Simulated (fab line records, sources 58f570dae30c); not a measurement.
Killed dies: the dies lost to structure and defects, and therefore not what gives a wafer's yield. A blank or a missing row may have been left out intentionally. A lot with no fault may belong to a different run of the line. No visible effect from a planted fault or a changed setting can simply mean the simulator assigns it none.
Which tool is to blame?	flow berkeleyCmos170	Sampling: 14 lots, 42 wafers, 3 of 331 route steps

WHAT EACH GAUGE READ, for each wafer
UCB170_PLDD_TW_MEAS_11.
lot	measured	on	PLDD_TW
L815	day 7 20:49	filmMetro-01	995 1003 998
L819	day 8 03:51	filmMetro-01	991 993 993
L820	day 8 04:41	filmMetro-04	1009 1015 1016
L822	day 8 13:39	filmMetro-04	1013 1012 1017
L821	day 8 14:41	filmMetro-04	1011 1010 1010
L823	day 9 00:56	filmMetro-01	1003 1000 1004
L825	day 9 01:32	filmMetro-04	1010 1013 1013
L827	day 9 17:05	filmMetro-04	968 965 968
L834	day 10 23:23	filmMetro-01	997 996 997
L831	day 10 23:26	filmMetro-04	968 968 967
L830	day 10 23:41	filmMetro-01	993 997 993
L833	day 10 23:49	filmMetro-01	998 995 992
L837	day 11 14:08	filmMetro-03	1016 1013 1013
L835	day 11 14:46	filmMetro-03	1014 1011 1014

UCB170_SDANNEAL_RS_MEAS_04: measures by four-point-probe.
lot	measured	on	PLDD_RS (ohm/sq)
L815	day 8 11:30	filmMetro-01	1033.2 1029.8 1033.1
L819	day 8 20:36	filmMetro-04	1032.1 1034.6 1038.1
L820	day 8 20:26	filmMetro-01	1034.9 1037.6 1035.2
L822	day 9 03:58	filmMetro-01	1033.1 1032.2 1031.8
L821	day 9 04:37	filmMetro-01	1033.7 1038.3 1037.7
L823	day 9 18:42	filmMetro-04	1030.6 1027.5 1032.2
L825	day 9 19:09	filmMetro-01	1033.6 1030.9 1028.3
L827	day 10 05:40	filmMetro-04	1046.5 1046.3 1046.4
L834	day 11 12:09	filmMetro-01	1032.2 1033.9 1034.7
L831	day 11 11:58	filmMetro-03	1044.6 1046.5 1046.9
L830	day 11 12:28	filmMetro-04	1029.8 1032.1 1034.5
L833	day 11 12:54	filmMetro-01	1034.0 1031.0 1032.3
L837	day 12 05:08	filmMetro-01	1031.1 1033.7 1037.1
L835	day 12 04:37	filmMetro-04	1036.2 1039.2 1037.9

WHICH TOOL RAN EACH LOT (tool, then ch and the chambers of the sampled wafers, then the start)
lot	UCB170_PLDD_IMPLANT_09
L815	implanter-03 ch 0, day 7 20:35
L819	implanter-01 ch 0, day 8 03:36
L820	implanter-01 ch 0, day 8 04:26
L822	implanter-01 ch 0, day 8 13:24
L821	implanter-03 ch 0, day 8 14:28
L823	implanter-03 ch 0, day 9 00:41
L825	implanter-02 ch 0, day 9 01:20
L827	implanter-01 ch 0, day 9 16:50
L834	implanter-03 ch 0, day 10 23:08
L831	implanter-01 ch 0, day 10 23:11
L830	implanter-02 ch 0, day 10 23:27
L833	implanter-03 ch 0, day 10 23:36
L837	implanter-03 ch 0, day 11 13:54
L835	implanter-02 ch 0, day 11 14:31
- UCB170_PLDD_IMPLANT_09

AS READ BY THE TOOLS THEMSELVES (means over the sampled wafers that have a number; for cases with no such wafer, the mark the record gives instead)
UCB170_PLDD_IMPLANT_09.
lot	tool	beamEnergyKeV	beamOnS (s)	faradayCurrentUA
L815	implanter-03	10.001	9.99	159
L819	implanter-01	10.001	9.89	160
L820	implanter-01	10.001	9.95	159
L822	implanter-01	9.998	10.15	156
L821	implanter-03	10.002	9.88	160
L823	implanter-03	10.003	9.97	159
L825	implanter-02	10.001	9.87	161
L827	implanter-01	7.003	15.01	106
L834	implanter-03	9.997	10.08	157
L831	implanter-01	6.997	14.81	107
L830	implanter-02	10.002	10.06	158
L833	implanter-03	9.998	10.07	158
L837	implanter-03	9.998	9.96	160
L835	implanter-02	9.998	9.94	159

THE ANSWER, worked out from the rows above alone
Rule: the lots themselves supply what counts as usual. The widest of any qualifying gaps counts: lots, ordered by their means at a reading, are off when they make up no more than a third of the lots, leave a main group of 4 or more, and stand apart from it by 3 or more times the standard deviation of that group's means. A main group is skipped when, at the precision printed for the reading in the tables above, its means are all equal. Also off: a lot with no number at a reading for which 4 or more lots have one. All remaining lots with rows at the step are treated as sound. The gauges are gone through in route order, then the tools' own readings, and for those a lot's mean is taken as printed above. The first step at which some lot is off is used, and at that step the reading that is off furthest; a lot without a number counts as furthest.
Off: at UCB170_SDANNEAL_RS_MEAS_04 (PLDD_RS), L827, L831. The main group: mean 1033.6 ohm/sq, standard deviation 2.2.
A tool fits if, at a process step before that reading, it ran every lot that is off, and no sound lot after the first of them. The gauges at UCB170_SDANNEAL_RS_MEAS_04 aren't tried: what is off there is off at UCB170_PLDD_IMPLANT_09 too, on other tools, and a gauge's error can't cause that. One fits: implanter-01 at UCB170_PLDD_IMPLANT_09. Its last sound lot is L822 (day 8 13:24), its first lot that is off L827 (day 9 16:50): a fault that began between those two fits.
The tool's own readings at UCB170_PLDD_IMPLANT_09 bear it out: on the lots that are off they differ by more than 5 times the standard deviation of the sound lots' means. beamEnergyKeV reads 7.000 there against 10.000 on the sound lots; beamOnS reads 14.91 s there against 9.98 s on the sound lots; faradayCurrentUA reads 106 there against 159 on the sound lots.

WHAT WAS PUT IN BY THE SIMULATOR
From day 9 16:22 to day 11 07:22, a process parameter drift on implanter-01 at UCB170_PLDD_IMPLANT_09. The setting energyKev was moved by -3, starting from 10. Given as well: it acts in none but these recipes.
Struck lots among those shown: L827, L831. The rule above reached the same finding.
